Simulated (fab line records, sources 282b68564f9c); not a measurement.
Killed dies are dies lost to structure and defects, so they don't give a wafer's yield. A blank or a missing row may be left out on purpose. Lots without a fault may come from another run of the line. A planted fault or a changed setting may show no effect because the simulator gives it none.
Split-lot experiment | flow rit_cmos | 5 lots, 23 wafers read, on a route of 202 steps

THE SPLIT
At RIT_GATE_OXIDATION_05 (target thk 3 nm, ox time 270 s), the setting ox_time_s was moved away from the recipe's 270 s on 10 of the 23 wafers read, by -10.6% to +11.8%. The other wafers ran this setting at the recipe's value.

The reading is taken at the split's own step.

THE READING
SiO2_of_GATE_OXIDATION_05.thk_nm (the simulator's own value, which no gauge read), in nm, at RIT_GATE_OXIDATION_05 (target thk 3 nm, ox time 270 s). The file gives no usual value for it. The 13 wafers here that ran the recipe average 2.951 nm, standard deviation 0.08 nm.

wafer  | tool, chamber at the split | ox_time_s as run, s | against the recipe | SiO2_of_GATE_OXIDATION_05.thk_nm, nm | against lot-mates on the recipe
L076.1 | furnace-01, 0              | 270                 | recipe             | 2.91                                 | -
L076.3 | furnace-01, 0              | 270                 | recipe             | 2.872                                | -
L076.6 | furnace-01, 0              | 270                 | recipe             | 2.873                                | -
L077.1 | -, -                       | 241.3               | -10.6%             | 2.721                                | no lot-mate on the recipe
L077.3 | -, -                       | 241.3               | -10.6%             | 2.734                                | no lot-mate on the recipe
L077.4 | -, -                       | 241.3               | -10.6%             | 2.738                                | no lot-mate on the recipe
L077.5 | -, -                       | 241.3               | -10.6%             | 2.722                                | no lot-mate on the recipe
L077.6 | -, -                       | 241.3               | -10.6%             | 2.693                                | no lot-mate on the recipe
L078.1 | -, -                       | 301.8               | +11.8%             | 3.361                                | no lot-mate on the recipe
L078.2 | -, -                       | 301.8               | +11.8%             | 3.311                                | no lot-mate on the recipe
L078.3 | -, -                       | 301.8               | +11.8%             | 3.295                                | no lot-mate on the recipe
L078.4 | -, -                       | 301.8               | +11.8%             | 3.333                                | no lot-mate on the recipe
L078.5 | -, -                       | 301.8               | +11.8%             | 3.342                                | no lot-mate on the recipe
L080.1 | -, -                       | 270                 | recipe             | 2.891                                | -
L080.2 | -, -                       | 270                 | recipe             | 2.903                                | -
L080.3 | -, -                       | 270                 | recipe             | 2.908                                | -
L080.5 | -, -                       | 270                 | recipe             | 2.855                                | -
L080.6 | -, -                       | 270                 | recipe             | 2.912                                | -
L084.1 | -, -                       | 270                 | recipe             | 3.027                                | -
L084.2 | -, -                       | 270                 | recipe             | 3.01                                 | -
L084.3 | -, -                       | 270                 | recipe             | 3.073                                | -
L084.4 | -, -                       | 270                 | recipe             | 3.044                                | -
L084.5 | -, -                       | 270                 | recipe             | 3.086                                | -

THE FIT
A straight line over all 23 wafers: SiO2_of_GATE_OXIDATION_05.thk_nm changes by +0.0272 nm for each +1% of ox_time_s; r = +0.95; the points scatter about the line by 0.071 nm.
Too few moved wafers have a lot-mate on the recipe to fit a line with each lot's own level taken away.

THE FILE'S OWN FIT
SiO2_of_GATE_OXIDATION_05.thk_nm changes by +0.0272 nm for each +1% of ox_time_s, r = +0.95.
